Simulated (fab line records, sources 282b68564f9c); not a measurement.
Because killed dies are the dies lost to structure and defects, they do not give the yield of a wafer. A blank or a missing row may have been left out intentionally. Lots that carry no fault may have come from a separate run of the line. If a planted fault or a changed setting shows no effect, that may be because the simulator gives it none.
Lot-split experiment ; flow ritCmos ; on a route of 202 steps: 5 lots, 23 wafers read

== SPLIT DETAILS ==
At RIT_NWELL_IMPLANT_08, the setting doseCm2 was moved away from the recipe's 5e+13 on 6 of the 23 wafers read, by -3.0% to -2.9%. The other wafers ran this setting at the recipe's value.

== FROM THE SPLIT TO THE READING: what the file shows between them, 3 steps ==
- RIT_PWELL_DEVELOP_05: develop time 68 s (also split here: devTempC)
- RIT_PWELL_HARDBAKE_07: time 120 s
- RIT_WELLDRIVE_ANNEAL_00: time 14700 s

== THE READING ==
Measured at RIT_WELLDRIVE_RS_MEAS_01 by four-point probe: NWELL_RS, in ohm/sq. Typical for fault-free wafers on this fab line: 274.9 ohm/sq, with standard deviation 0.71 ohm/sq.

wafer;tool, chamber at the split;doseCm2 as run;against the recipe;NWELL_RS, ohm/sq;against lot-mates on the recipe
L074.1;implanter-04, 0;4.856e+13;-2.9%;280.3;+4.7
L074.2;implanter-04, 0;4.856e+13;-2.9%;280.0;+4.4
L074.3;implanter-04, 0;5e+13;recipe;275.7;-
L074.4;implanter-04, 0;4.856e+13;-2.9%;279.5;+3.9
L074.6;implanter-04, 0;5e+13;recipe;275.6;-
L077.1;implanter-04, 0;5e+13;recipe;274.0;-
L077.2;implanter-04, 0;4.848e+13;-3.0%;279.2;+5.3
L077.4;implanter-04, 0;4.848e+13;-3.0%;279.9;+6.0
L077.5;implanter-04, 0;4.848e+13;-3.0%;279.3;+5.4
L077.6;implanter-04, 0;5e+13;recipe;273.7;-
L078.1;implanter-03, 0;5e+13;recipe;275.9;-
L078.2;implanter-03, 0;5e+13;recipe;275.0;-
L078.6;implanter-03, 0;5e+13;recipe;275.2;-
L080.1;implanter-04, 0;5e+13;recipe;273.2;-
L080.2;implanter-04, 0;5e+13;recipe;274.1;-
L080.3;implanter-04, 0;5e+13;recipe;274.3;-
L080.4;implanter-04, 0;5e+13;recipe;274.4;-
L080.5;implanter-04, 0;5e+13;recipe;274.2;-
L084.1;implanter-03, 0;5e+13;recipe;274.6;-
L084.2;implanter-03, 0;5e+13;recipe;274.2;-
L084.3;implanter-03, 0;5e+13;recipe;274.6;-
L084.4;implanter-03, 0;5e+13;recipe;274.4;-
L084.6;implanter-03, 0;5e+13;recipe;274.3;-

FIT RESULTS
A straight line over all 23 wafers: NWELL_RS changes by -1.73 ohm/sq for each +1% of doseCm2; r = -0.96; the points scatter about the line by 0.68 ohm/sq.
The same after taking each lot's own level away (the mean of its wafers on the recipe; 23 wafers): -1.68 ohm/sq for each +1%; r = -0.98; scatter 0.43 ohm/sq.
Per that fit: largest doseCm2 move, reading shift of 5.1 ohm/sq.
Across the lots, their own levels run from 273.85 to 275.65 ohm/sq, a range of 2.5 times the standard deviation given above.
Hence the lot-to-lot level has little effect on the slope; both slopes agree.
Check: with one of the wafers moved furthest among these (-3.0%) left out of the fit, the line predicts +5.05 ohm/sq for it against its lot-mates. Against them it came out at +5.35 ohm/sq.

== THESE WAFERS: OTHER SPLITS ==
Note: prior to the reading, these wafers also went through further splits. Each is held against what the fit with the lots' levels taken away leaves over:
other split on the same wafers;wafers away from the commonest value;r with NWELL_RS (lot level and that fit taken away)
RIT_ACTIVE_OXIDATION_01 tempC;15;+0.37
RIT_ACTIVE_COAT_06 resistThkNm;5;-0.03
RIT_FOX1_OXIDATION_00 oxTimeS;15;-0.23
RIT_NWELL_COAT_01 spinRpm;5;-0.40
RIT_PWELL_DEVELOP_05 devTempC;8;-0.18

== THE FILE'S OWN FIT ==
NWELL_RS changes by -1.68 ohm/sq for each +1% of doseCm2, r = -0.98.
